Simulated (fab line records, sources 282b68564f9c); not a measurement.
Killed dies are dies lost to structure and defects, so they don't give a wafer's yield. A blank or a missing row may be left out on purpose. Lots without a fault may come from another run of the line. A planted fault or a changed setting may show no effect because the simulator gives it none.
fab line records | flow rit_cmos
record lots=14 wafers=42 last_day=7
route steps=202 shown GATE@89
lots that met no fault: from a run of the same line without faults
start_h: hours from the record's first day to the start of the lot's first wafer shown | wait_h: hours since the lot's step before | " the same as in the row above | L1.1+2: a row that stands for several wafers | - no value, or no start given | * or withheld: withheld | < > ~ a bound
route shown NAME@n: a module of which the file shows steps, and the number in the route of the first | usual: mean/standard deviation of fault-free wafers | same: alike in all rows | chamber/n: place in a boat | sites: the reading at each site | _std_site: their standard deviation | _edge_site: outer sites' mean less inner sites' | radius_mm: how far each site lies from the wafer's centre | mask NAME#n: copy n | behind: the tool/chamber that last shaped the wafer | hold: why the lot was held/for how many hours/how that ended | device: the transistor (n, p or np) that didn't switch | end of line: the same wafers' tests at the end of the route | a step without rows: its recipe alone | killed: dies lost to structure and defects at the first sort, not the wafer's yield | map: a wafer's dies, x killed, . not, _ none there
set.NAME: the setting as run; set.NAME@STEP: as run at that earlier step | model.NAME: the simulator's own value behind a step, which no gauge read
steps of the route over a sample of lots; a table a step, a row a wafer
services: from which hour (start_h, from the record's first day; less than 0 if before it) a tool's chamber was out of use, for how many hours, and why
## steps
# step RIT_GATE_EXPOSE_13
# recipe mask_id=M6 na=0.6 source_shape=conventional sigma_outer=0.6 target_cd_nm=150 dose_mj=380
# usual focus_offset_nm=0.0/0.55
# columns lot.wafer tool chamber start_h wait_h mask focus_offset_nm
L666.1 iline_stepper-02 0 43.55 0.1 M6#0 -0.6
L666.3 " 0 " " M6#0 -0.7
L666.6 " 0 " " M6#0 -0.5
L667.2 iline_stepper-01 0 48.78 0.2 M6#0 -0.7
L667.3 " 0 " " M6#0 -0.9
L667.6 " 0 " " M6#0 -0.8
L668.1 iline_stepper-01 0 56.56 0.1 M6#0 0.1
L668.2 " 0 " " M6#0 0.2
L668.4 " 0 " " M6#0 -0.1
L669.4 iline_stepper-02 0 59.94 0.2 M6#0 0.0
L669.5 " 0 " " M6#0 -0.4
L669.6 " 0 " " M6#0 0.6
L671.3 iline_stepper-01 0 74.82 0.1 M6#0 0.7
L671.4 " 0 " " M6#0 0.5
L671.6 " 0 " " M6#0 0.4
L673.1 iline_stepper-01 0 83.32 0.1 M6#0 0.7
L673.2 " 0 " " M6#0 0.6
L673.3 " 0 " " M6#0 -0.1
L674.2 iline_stepper-01 0 83.86 0.1 M6#0 1.1
L674.3 " 0 " " M6#0 -0.1
L674.6 " 0 " " M6#0 -0.8
L680.1 iline_stepper-01 0 111.46 0.2 M6#0 -0.9
L680.3 " 0 " " M6#0 -0.6
L680.5 " 0 " " M6#0 -0.5
L681.1 iline_stepper-02 0 117.51 0.2 M6#0 -0.3
L681.3 " 0 " " M6#0 -0.8
L681.5 " 0 " " M6#0 -1.1
L682.4 iline_stepper-02 0 119.97 0.1 M6#0 1.0
L682.5 " 0 " " M6#0 0.2
L682.6 " 0 " " M6#0 0.9
L684.2 iline_stepper-01 0 129.86 0.2 M6#0 -0.5
L684.3 " 0 " " M6#0 0.2
L684.4 " 0 " " M6#0 -0.5
L685.1 iline_stepper-01 0 135.45 0.2 M6#0 -0.1
L685.3 " 0 " " M6#0 -0.1
L685.6 " 0 " " M6#0 -0.3
L686.4 iline_stepper-01 0 139.71 0.1 M6#0 0.2
L686.5 " 0 " " M6#0 -0.2
L686.6 " 0 " " M6#0 -0.3
L687.2 iline_stepper-01 0 142.55 0.1 M6#0 0.0
L687.4 " 0 " " M6#0 0.0
L687.5 " 0 " " M6#0 0.2
# step RIT_GATE_OVL_MEAS_17
# usual GATE_OVL=-0.7/1.4
# columns lot.wafer tool chamber start_h wait_h GATE_OVL[nm]
L666.1 overlay-02 - 44.07 0.1 -1.9
L666.3 " - " " -0.6
L666.6 " - " " -0.1
L667.2 overlay-02 - 49.28 0.1 0.0
L667.3 " - " " 0.0
L667.6 " - " " -2.2
L668.1 overlay-02 - 57.08 0.1 -0.2
L668.2 " - " " 0.7
L668.4 " - " " -1.7
L669.4 overlay-02 - 60.42 0.1 0.5
L669.5 " - " " 1.2
L669.6 " - " " 1.8
L671.3 overlay-01 - 75.31 0.1 -1.3
L671.4 " - " " -1.1
L671.6 " - " " -0.3
L673.1 overlay-01 - 83.89 0.1 -1.5
L673.2 " - " " -2.9
L673.3 " - " " -0.5
L674.2 overlay-02 - 84.48 0.1 -1.3
L674.3 " - " " -0.4
L674.6 " - " " -1.9
L680.1 overlay-01 - 111.98 0.1 -3.6
L680.3 " - " " -2.8
L680.5 " - " " -2.7
L681.1 overlay-02 - 118.11 0.1 239.1
L681.3 " - " " 238.4
L681.5 " - " " 239.0
L682.4 overlay-01 - 120.45 0.1 239.8
L682.5 " - " " 239.5
L682.6 " - " " 240.2
L684.2 overlay-01 - 130.48 0.1 -3.2
L684.3 " - " " -2.0
L684.4 " - " " -1.8
L685.1 overlay-02 - 135.97 0.1 -1.3
L685.3 " - " " -1.9
L685.6 " - " " -1.3
L686.4 overlay-02 - 140.22 0.1 -1.0
L686.5 " - " " 0.4
L686.6 " - " " -0.9
L687.2 overlay-01 - 143.25 0.1 -1.0
L687.4 " - " " -1.3
L687.5 " - " " -0.3
## services
# columns tool chamber start_h hours kind
iline_stepper-01 - 75.03 0.8 repair
iline_stepper-02 - 137.05 6.8 repair
## key
first_sign step=RIT_GATE_OVL_MEAS_17 reading=GATE_OVL direction=up sigmas=99+ usual=-0.7 struck=239.3
effect none on later readings
met_at RIT_GATE_EXPOSE_13
struck_lots L681,L682
tester_left_out L681,L682
onset_between 59.94 117.51
fault kind=scanner_matching_overlay tool=iline_stepper-02 chamber=- onset_h=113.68 steps=RIT_GATE_EXPOSE_13 offset=240
# tester_left_out: of these lots the tester's yield and bins aren't shown, on N5 and GAA mostly nor the transistor test; their killed dies are dies lost to structure and defects alone, not to doping, threshold or leakage, so they don't give the yield
